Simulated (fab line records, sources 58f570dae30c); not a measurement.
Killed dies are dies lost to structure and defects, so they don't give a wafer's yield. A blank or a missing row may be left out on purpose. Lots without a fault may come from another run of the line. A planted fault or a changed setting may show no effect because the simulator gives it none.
fab line records | flow berkeley_cmos170
record lots=5 wafers=15 last_day=12
route steps=331 shown CONTACT@222 M1@238
lots that met no fault: from a run of the same line without faults
start_h: hours from the record's first day to the start of the lot's first wafer shown | wait_h: hours since the lot's step before | " the same as in the row above | L1.1+2: a row that stands for several wafers | - no value, or no start given | * or withheld: withheld | < > ~ a bound
route shown NAME@n: a module of which the file shows steps, and the number in the route of the first | usual: mean/standard deviation of fault-free wafers | same: alike in all rows | chamber/n: place in a boat | sites: the reading at each site | _std_site: their standard deviation | _edge_site: outer sites' mean less inner sites' | radius_mm: how far each site lies from the wafer's centre | mask NAME#n: copy n | behind: the tool/chamber that last shaped the wafer | hold: why the lot was held/for how many hours/how that ended | device: the transistor (n, p or np) that didn't switch | end of line: the same wafers' tests at the end of the route | a step without rows: its recipe alone | killed: dies lost to structure and defects at the first sort, not the wafer's yield | map: a wafer's dies, x killed, . not, _ none there
set.NAME: the setting as run; set.NAME@STEP: as run at that earlier step | model.NAME: the simulator's own value behind a step, which no gauge read
lots at some steps of the route; a table a step, a row a wafer
services: from which hour (start_h, from the record's first day; less than 0 if before it) a tool's chamber was out of use, for how many hours, and why
## steps
# step UCB170_CONTACT_STRIP_06
# recipe chemistry=O2 power_w=400 pressure_mtorr=3500 platen_temp_c=withheld o2_flow_sccm=400 overash_fraction=0.5
# usual drypump_motor_current_A=5.79/0.3 oes_product_au=0.734/0.0049 strip_time_to_endpoint_s=21.94/0.061
# columns lot.wafer tool chamber start_h wait_h drypump_motor_current_A oes_product_au rf_hours_counter_h strip_time_to_endpoint_s
L078.3 plasma_asher-04 1 191.81 0.1 5.90 0.735 - 21.98
L078.4 " 0 " " 5.47 0.734 - 21.98
L078.5 " 0 " " 5.50 0.732 - 21.94
L077.1 plasma_asher-04 1 194.31 0.1 5.92 0.739 36 21.88
L077.4 " 0 " " 5.51 0.730 - 21.94
L077.6 " 1 " " 5.93 0.731 - 21.92
L086.1 plasma_asher-01 1 232.36 0.1 6.25 0.740 13 21.96
L086.3 " 0 " " 5.44 0.735 - 21.91
L086.5 " 0 " " 5.45 0.730 - 21.94
L092.2 plasma_asher-04 1 264.05 0.1 5.90 0.732 44 21.94
L092.3 " 0 " " 5.48 0.726 - 21.90
L092.5 " 0 " " 5.46 0.732 - 21.93
L093.1 plasma_asher-02 1 277.27 0.1 5.65 0.735 56 21.92
L093.2 " 0 " " 6.17 0.733 56 21.98
L093.5 " 1 " " 5.64 0.730 - 21.97
# step UCB170_CONTACT_CLEAN_07
# recipe chemistry=SPM temp_c=120 time_s=600
# usual temp_c=120.03/0.13
# columns lot.wafer tool chamber start_h wait_h temp_c
L078.3 wet_bench-04 2 191.88 0.0 120.13
L078.4 " 2 " " 119.85
L078.5 " 2 " " 120.04
L077.1 wet_bench-03 0 194.41 0.1 120.10
L077.4 " 0 " " 120.11
L077.6 " 0 " " 120.30
L086.1 wet_bench-03 0 235.46 3.1 120.14
L086.3 " 0 " " 120.25
L086.5 " 0 " " 120.04
L092.2 wet_bench-03 1 264.15 0.1 120.09
L092.3 " 1 " " 120.03
L092.5 " 1 " " 119.94
L093.1 wet_bench-03 3 278.37 1.1 119.71
L093.2 " 3 " " 119.81
L093.5 " 3 " " 119.96
# step UCB170_CONTACT_RTA_08
# recipe temp_c=900 time_s=10 ambient=N2
# usual lamp_power_pct=22.0/0.9 wafer_temp_C_max=903.9/0.8
# columns lot.wafer tool chamber start_h wait_h lamp_power_pct wafer_temp_C_max
L078.3 rtp_anneal-01 0 192.09 0.0 21.1 904.9
L078.4 " 0 " " 21.1 904.9
L078.5 " 0 " " 21.1 904.0
L077.1 rtp_anneal-01 0 194.76 0.0 21.1 905.3
L077.4 " 0 " " 21.1 902.7
L077.6 " 0 " " 21.1 905.7
L086.1 rtp_anneal-02 0 235.64 0.0 22.9 903.3
L086.3 " 0 " " 22.9 904.5
L086.5 " 0 " " 22.9 905.1
L092.2 rtp_anneal-02 0 264.35 0.0 22.9 904.1
L092.3 " 0 " " 22.9 904.2
L092.5 " 0 " " 22.9 903.8
L093.1 rtp_anneal-01 0 278.56 0.0 21.1 905.0
L093.2 " 0 " " 21.1 904.7
L093.5 " 0 " " 21.1 903.2
# step UCB170_CONTACT_COAT_09
# recipe resist=BARC temp_c=withheld time_s=withheld spin_rpm=3000 resist_thk_nm=withheld
# columns lot.wafer tool chamber start_h wait_h
L078.3+4+5 litho_track-01 0 192.27 0.2
L077.1+4+6 litho_track-01 0 195.09 0.3
L086.1+3+5 litho_track-03 0 235.70 0.1
L092.2+3+5 litho_track-03 0 264.43 0.1
L093.1+2+5 litho_track-03 0 278.63 0.1
# step UCB170_CONTACT_COAT_10
# recipe resist=KrF spin_rpm=1500 resist_thk_nm=900
# columns lot.wafer tool chamber start_h wait_h
L078.3+4+5 litho_track-01 0 - -
L077.1+4+6 litho_track-01 0 - -
L086.1+3+5 litho_track-03 0 - -
L092.2+3+5 litho_track-03 0 - -
L093.1+2+5 litho_track-03 0 - -
# step UCB170_CONTACT_SOFTBAKE_11
# recipe resist=KrF temp_c=130 time_s=60
# columns lot.wafer tool chamber start_h wait_h
L078.3+4+5 litho_track-01 0 - -
L077.1+4+6 litho_track-01 0 - -
L086.1+3+5 litho_track-03 0 - -
L092.2+3+5 litho_track-03 0 - -
L093.1+2+5 litho_track-03 0 - -
# step UCB170_CONTACT_EXPOSE_12
# recipe mask_id=CONT target_cd_nm=700 na=0.5 sigma_outer=0.6 source_shape=conventional dose_mj=35
# columns lot.wafer tool chamber start_h wait_h mask
L078.3+4+5 krf_scanner-02 0 192.83 - CONT#0
L077.1+4+6 krf_scanner-02 0 195.67 - CONT#0
L086.1+3+5 krf_scanner-01 0 236.15 - CONT#0
L092.2+3+5 krf_scanner-01 0 265.00 - CONT#0
L093.1+2+5 krf_scanner-01 0 279.35 - CONT#0
# step UCB170_CONTACT_PEB_13
# recipe peb_temp_c=130 peb_time_s=withheld resist=KrF
# columns lot.wafer tool chamber start_h wait_h
L078.3+4+5 litho_track-03 0 192.96 0.1
L077.1+4+6 litho_track-03 0 195.78 0.1
L086.1+3+5 litho_track-01 0 236.42 0.2
L092.2+3+5 litho_track-02 0 265.12 0.1
L093.1+2+5 litho_track-03 0 279.53 0.2
# step UCB170_CONTACT_DEVELOP_14
# recipe developer=TMAH develop_time_s=45 resist=KrF dev_temp_c=21
# columns lot.wafer tool chamber start_h wait_h
L078.3+4+5 litho_track-03 0 - -
L077.1+4+6 litho_track-03 0 - -
L086.1+3+5 litho_track-01 0 - -
L092.2+3+5 litho_track-02 0 - -
L093.1+2+5 litho_track-03 0 - -
# step UCB170_CONTACT_CD_MEAS_15
# recipe target_cd_nm=700
# usual cd_nm=699.8/1.1
# columns lot.wafer tool chamber start_h wait_h cd_nm
L078.3 cd_sem-01 - 193.23 - 699.8
L078.4 " - " " 700.1
L078.5 " - " " 698.8
L077.1 cd_sem-02 - 196.06 - 700.5
L077.4 " - " " 701.0
L077.6 " - " " 698.9
L086.1 cd_sem-01 - 236.69 - 699.7
L086.3 " - " " 698.9
L086.5 " - " " 699.8
L092.2 cd_sem-01 - 265.39 - 698.6
L092.3 " - " " 699.1
L092.5 " - " " 698.5
L093.1 cd_sem-02 - 279.80 - 699.4
L093.2 " - " " 699.2
L093.5 " - " " 698.5
# step UCB170_CONTACT_OVL_MEAS_16
# usual CONTACT_OVL=3/4.7
# columns lot.wafer tool chamber start_h wait_h CONTACT_OVL[nm]
L078.3 overlay-01 - 193.32 0.1 7
L078.4 " - " " 3
L078.5 " - " " 2
L077.1 overlay-02 - 196.18 0.1 9
L077.4 " - " " 3
L077.6 " - " " 4
L086.1 overlay-02 - 236.81 0.1 3
L086.3 " - " " 7
L086.5 " - " " 2
L092.2 overlay-02 - 265.50 0.1 9
L092.3 " - " " 8
L092.5 " - " " -3
L093.1 overlay-01 - 279.92 0.1 8
L093.2 " - " " 2
L093.5 " - " " 15
# step UCB170_CONTACT_ETCH_17
# recipe chemistry=N2/H2 target_depth_a=withheld overetch_a=withheld target=BARC time_s=withheld source_w=500 bias_w=100 pressure_mtorr=30 n2_flow_sccm=100 h2_flow_sccm=200
# usual drypump_motor_current_A=5.7/0.42 oes_product_au=1.008/0.019 throttle_valve_pct=13.31/0.23
# columns lot.wafer tool chamber start_h wait_h drypump_motor_current_A oes_product_au throttle_valve_pct
L078.3 rie_diel-02 1 193.34 0.0 5.8 0.995 13.18
L078.4 " 2 " " 5.9 1.008 13.57
L078.5 " 0 " " 5.7 0.997 13.01
L077.1 rie_diel-01 2 196.21 0.0 6.0 0.984 13.25
L077.4 " 1 " " 6.4 0.994 13.31
L077.6 " 1 " " 6.4 0.992 13.29
L086.1 rie_diel-02 0 236.85 0.0 5.7 1.000 13.02
L086.3 " 2 " " 6.0 1.000 13.57
L086.5 " 0 " " 5.7 0.997 13.02
L092.2 rie_diel-01 1 265.53 0.0 6.3 0.999 13.30
L092.3 " 2 " " 6.0 0.976 13.23
L092.5 " 0 " " 5.5 0.981 13.72
L093.1 rie_diel-01 2 279.96 0.0 6.0 0.980 13.25
L093.2 " 0 " " 5.5 0.980 13.71
L093.5 " 0 " " 5.5 0.976 13.71
# step UCB170_CONTACT_ETCH_18
# recipe chemistry=CHF3/CF4/Ar target=PSG stop_on=TiSi2 CHF3_flow_sccm=45 cf4_flow_sccm=15 Ar_flow_sccm=150 pressure_mtorr=200 rf_w=700 target_depth_a=8400 over_etch_frac=0.2 time_s=195
# usual drypump_motor_current_A=5.7/0.42 mfc_ar_sccm=150.0/0.45 oes_product_au=0.896/0.013 throttle_valve_pct=6.92/0.14
# columns lot.wafer tool chamber start_h wait_h drypump_motor_current_A mfc_ar_sccm oes_product_au rf_hours_counter_h throttle_valve_pct
L078.3 rie_diel-02 1 - - 5.8 150.3 0.886 3 6.89
L078.4 " 2 " " 6.0 150.5 0.892 125 7.13
L078.5 " 0 " " 5.7 149.7 0.896 - 6.75
L077.1 rie_diel-01 2 - - 6.0 150.5 0.878 58 6.82
L077.4 " 1 " " 6.4 149.6 0.904 10 6.97
L077.6 " 1 " " 6.4 150.5 0.904 - 6.97
L086.1 rie_diel-02 0 - - 5.7 149.6 0.887 65 6.74
L086.3 " 2 " " 6.0 150.5 0.895 127 7.15
L086.5 " 0 " " 5.7 150.2 0.892 - 6.73
L092.2 rie_diel-01 1 - - 6.3 150.0 0.902 13 6.96
L092.3 " 2 " " 6.0 150.2 0.871 61 6.80
L092.5 " 0 " " 5.5 150.4 0.869 - 7.09
L093.1 rie_diel-01 2 - - 6.0 149.0 0.886 62 6.80
L093.2 " 0 " " 5.5 149.9 0.887 77 7.12
L093.5 " 0 " " 5.5 149.8 0.893 - 7.11
# step UCB170_CONTACT_STRIP_19
# recipe chemistry=O2 power_w=400 pressure_mtorr=3500 platen_temp_c=withheld o2_flow_sccm=400 overash_fraction=0.5
# usual drypump_motor_current_A=5.8/0.31 oes_product_au=0.725/0.0045
# columns lot.wafer tool chamber start_h wait_h drypump_motor_current_A oes_product_au rf_hours_counter_h
L078.3 plasma_asher-04 0 193.54 - 5.5 0.721 -
L078.4 " 1 " " 5.9 0.725 -
L078.5 " 0 " " 5.5 0.737 -
L077.1 plasma_asher-01 0 196.38 - 5.4 0.728 9
L077.4 " 0 " " 5.4 0.732 -
L077.6 " 1 " " 6.2 0.726 -
L086.1 plasma_asher-01 1 237.02 - 6.2 0.723 13
L086.3 " 0 " " 5.5 0.729 -
L086.5 " 1 " " 6.2 0.729 -
L092.2 plasma_asher-04 0 265.69 - 5.5 0.723 44
L092.3 " 0 " " 5.5 0.722 -
L092.5 " 1 " " 5.9 0.726 -
L093.1 plasma_asher-02 0 280.13 - 6.2 0.722 56
L093.2 " 1 " " 5.6 0.725 56
L093.5 " 1 " " 5.7 0.720 -
# step UCB170_CONTACT_CD_MEAS_90
# recipe target_cd_nm=700
# usual cd_nm=700.1/1.3
# columns lot.wafer tool chamber start_h wait_h cd_nm
L078.3 cd_sem-02 - 193.65 0.1 699.1
L078.4 " - " " 699.8
L078.5 " - " " 699.3
L077.1 cd_sem-01 - 196.48 0.1 699.1
L077.4 " - " " 701.4
L077.6 " - " " 699.1
L086.1 cd_sem-01 - 237.14 0.1 700.9
L086.3 " - " " 699.1
L086.5 " - " " 700.6
L092.2 cd_sem-02 - 265.81 0.1 698.4
L092.3 " - " " 700.3
L092.5 " - " " 700.0
L093.1 cd_sem-02 - 280.23 0.1 700.3
L093.2 " - " " 701.1
L093.5 " - " " 699.5
# step UCB170_CONTACT_CLEAN_20
# recipe chemistry=SPM temp_c=120 time_s=600
# usual temp_c=119.98/0.14
# columns lot.wafer tool chamber start_h wait_h temp_c
L078.3 wet_bench-04 0 193.73 0.1 120.07
L078.4 " 0 " " 119.94
L078.5 " 0 " " 120.01
L077.1 wet_bench-04 0 196.60 0.1 120.13
L077.4 " 0 " " 119.96
L077.6 " 0 " " 120.06
L086.1 wet_bench-04 1 237.47 0.3 119.75
L086.3 " 1 " " 119.78
L086.5 " 1 " " 119.75
L092.2 wet_bench-03 3 265.91 0.1 120.07
L092.3 " 3 " " 120.28
L092.5 " 3 " " 119.98
L093.1 wet_bench-03 0 280.35 0.1 119.97
L093.2 " 0 " " 120.03
L093.5 " 0 " " 120.00
# step UCB170_M1_SPUTTER_00
# recipe material=Al target_thk_nm=600 time_s=80 power_w=6000 chamber_pressure_pa=0.5
# usual throttle_valve_pct=29.8/0.81
# columns lot.wafer tool chamber start_h wait_h throttle_valve_pct
L078.3 pvd_sputter-01 - 193.92 0.0 30.0
L078.4 " - " " 31.1
L078.5 " - " " 28.8
L077.1 pvd_sputter-04 - 196.78 0.0 31.0
L077.4 " - " " 28.8
L077.6 " - " " 29.9
L086.1 pvd_sputter-02 - 237.65 0.0 29.7
L086.3 " - " " 29.9
L086.5 " - " " 29.6
L092.2 pvd_sputter-01 - 266.10 0.0 29.9
L092.3 " - " " 29.3
L092.5 " - " " 29.9
L093.1 pvd_sputter-04 - 280.52 0.0 30.7
L093.2 " - " " 28.8
L093.5 " - " " 28.8
# step UCB170_M1_RS_MEAS_01
# recipe thk_meas_gauge=four-point-probe reads=Al_of_M1_SPUTTER_00
# usual M1_AL_RS=0.0488/0.00056
# columns lot.wafer tool chamber start_h wait_h M1_AL_RS[ohm/sq]
L078.3 film_metro-03 - 194.02 0.1 0.0485
L078.4 " - " " 0.0490
L078.5 " - " " 0.0482
L077.1 film_metro-02 - 196.84 0.0 0.0491
L077.4 " - " " 0.0488
L077.6 " - " " 0.0488
L086.1 film_metro-01 - 237.71 0.0 0.0496
L086.3 " - " " 0.0500
L086.5 " - " " 0.0491
L092.2 film_metro-02 - 266.19 0.1 0.0484
L092.3 " - " " 0.0482
L092.5 " - " " 0.0481
L093.1 film_metro-03 - 280.58 0.0 0.0486
L093.2 " - " " 0.0485
L093.5 " - " " 0.0479
# step UCB170_M1_THK_MEAS_02
# recipe thk_meas_gauge=xrf reads=Al_of_M1_SPUTTER_00
# usual M1_AL_THK=595/6.3
# columns lot.wafer tool chamber start_h wait_h M1_AL_THK[nm]
L078.3 film_metro-03 - 194.12 0.1 598
L078.4 " - " " 587
L078.5 " - " " 600
L077.1 film_metro-02 - 196.96 0.1 597
L077.4 " - " " 597
L077.6 " - " " 597
L086.1 film_metro-01 - 237.83 0.1 591
L086.3 " - " " 587
L086.5 " - " " 598
L092.2 film_metro-02 - 266.30 0.1 596
L092.3 " - " " 593
L092.5 " - " " 602
L093.1 film_metro-03 - 280.70 0.1 593
L093.2 " - " " 594
L093.5 " - " " 601
# step UCB170_M1_COAT_03
# recipe resist=BARC temp_c=withheld time_s=withheld spin_rpm=3000 resist_thk_nm=withheld
# columns lot.wafer tool chamber start_h wait_h
L078.3+4+5 litho_track-03 0 194.21 0.1
L077.1+4+6 litho_track-04 0 197.27 0.3
L086.1+3+5 litho_track-02 0 237.89 0.1
L092.2+3+5 litho_track-02 0 266.57 0.3
L093.1+2+5 litho_track-02 0 280.76 0.1
# step UCB170_M1_COAT_04
# recipe resist=KrF spin_rpm=1500 resist_thk_nm=900
# columns lot.wafer tool chamber start_h wait_h
L078.3+4+5 litho_track-03 0 - -
L077.1+4+6 litho_track-04 0 - -
L086.1+3+5 litho_track-02 0 - -
L092.2+3+5 litho_track-02 0 - -
L093.1+2+5 litho_track-02 0 - -
# step UCB170_M1_SOFTBAKE_05
# recipe resist=KrF temp_c=130 time_s=60
# columns lot.wafer tool chamber start_h wait_h
L078.3+4+5 litho_track-03 0 - -
L077.1+4+6 litho_track-04 0 - -
L086.1+3+5 litho_track-02 0 - -
L092.2+3+5 litho_track-02 0 - -
L093.1+2+5 litho_track-02 0 - -
# step UCB170_M1_EXPOSE_06
# recipe mask_id=METAL1 target_cd_nm=700 na=0.5 sigma_outer=0.6 source_shape=conventional dose_mj=21
# columns lot.wafer tool chamber start_h wait_h mask
L078.3+4+5 krf_scanner-02 0 194.78 - METAL1#0
L077.1+4+6 krf_scanner-02 0 197.84 - METAL1#0
L086.1+3+5 krf_scanner-01 0 238.34 - METAL1#0
L092.2+3+5 krf_scanner-02 0 267.14 - METAL1#0
L093.1+2+5 krf_scanner-01 0 281.48 - METAL1#0
# step UCB170_M1_PEB_07
# recipe peb_temp_c=130 peb_time_s=withheld resist=KrF
# columns lot.wafer tool chamber start_h wait_h
L078.3+4+5 litho_track-04 0 195.14 0.3
L077.1+4+6 litho_track-02 0 197.96 0.1
L086.1+3+5 litho_track-04 0 238.46 0.1
L092.2+3+5 litho_track-02 0 267.30 0.1
L093.1+2+5 litho_track-03 0 281.60 0.1
## services
# columns tool chamber start_h hours kind
krf_scanner-01 - 171.11 1.0 pm
pvd_sputter-02 - 173.76 0.5 repair
rie_diel-02 2 183.51 9.3 repair
pvd_sputter-01 - 190.61 2.1 repair
pvd_sputter-02 - 204.32 3.7 repair
plasma_asher-02 - 213.64 3.2 repair
wet_bench-04 - 215.29 12.2 repair
krf_scanner-01 0 221.52 - calibration
krf_scanner-02 0 230.83 - calibration
krf_scanner-01 - 236.77 0.8 pm
krf_scanner-02 - 238.00 0.7 repair
pvd_sputter-02 - 238.31 1.2 repair
krf_scanner-02 - 250.93 0.7 repair
rie_diel-02 2 252.18 8.3 repair
rie_diel-01 - 252.97 2.8 pm
litho_track-04 - 257.31 - consumable_replace:filter
rie_diel-02 1 259.89 4.0 repair
krf_scanner-02 - 276.44 3.6 pm
krf_scanner-02 - 281.29 1.3 pm
## key
fault none
